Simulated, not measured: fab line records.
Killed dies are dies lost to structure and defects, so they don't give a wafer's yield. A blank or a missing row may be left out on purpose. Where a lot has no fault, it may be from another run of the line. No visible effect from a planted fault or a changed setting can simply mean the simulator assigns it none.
What tool caused it?    flow ritCmos    7 lots, 21 wafers sampled, at 2 steps of a route of 202

== WHAT THE GAUGES SHOWED, per wafer ==
RIT_SDANNEAL_RS_MEAS_04: measurement is done with a four-point probe.
lot   measured     on            PSD_RS (ohm/sq)
L369  day 3 07:16  filmMetro-04  116.1 115.8 115.5
L371  day 3 16:26  filmMetro-02  115.8 116.0 116.1
L373  day 4 02:57  filmMetro-02  116.4 116.3 116.1
L376  day 4 16:59  filmMetro-03  72.4 72.7 72.3
L380  day 5 13:10  filmMetro-03  72.1 72.4 72.5
L387  day 6 23:56  filmMetro-04  116.4 116.4 116.2
L391  day 8 01:23  filmMetro-03  115.4 116.1 116.0

== TOOL THAT RAN EACH LOT (tool first, then ch and the chambers of the sampled wafers, then the start) ==
lot   RIT_SDANNEAL_RTA_03
L369  rtpAnneal-01 ch 0, day 3 07:11
L371  rtpAnneal-01 ch 0, day 3 16:22
L373  rtpAnneal-01 ch 0, day 4 02:53
L376  rtpAnneal-02 ch 0, day 4 16:55
L380  rtpAnneal-02 ch 0, day 5 13:05
L387  rtpAnneal-01 ch 0, day 6 23:52
L391  rtpAnneal-01 ch 0, day 8 01:19
- RIT_SDANNEAL_RTA_03: time 5 s.

== THE ANSWER, worked out from the rows above alone ==
Rule: what is usual is taken from the lots themselves. The widest of any qualifying gaps counts: lots, ordered by their means at a reading, are off when they make up no more than a third of the lots, leave a main group of 4 or more, and stand apart from it by 3 or more times the standard deviation of that group's means. If all means in a main group match to the digits the tables above print for the reading, that group is not used. A lot without any number at a reading at which 4 lots or more have one is off too. Where the step has rows for the other lots, those lots are counted as sound.
Off: L376, L380, seen at RIT_SDANNEAL_RS_MEAS_04 (PSD_RS). Mean 116.0 ohm/sq and standard deviation 0.22 in the main group.
If a tool, at a process step before that reading, ran all the lots that are off and no sound lot after the first of them, it fits. The gauges at RIT_SDANNEAL_RS_MEAS_04 are tried like those tools. One fits: RIT_SDANNEAL_RTA_03 on rtpAnneal-02. It ran no sound lot before its first lot that is off in this sample, so the start can't be narrowed down.

== WHAT THE SIMULATOR HAD PUT IN ==
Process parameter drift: rtpAnneal-02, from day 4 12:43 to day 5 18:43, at RIT_SDANNEAL_RTA_03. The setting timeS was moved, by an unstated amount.
Lots struck among those shown: L376, L380. The rule above reached the same finding.
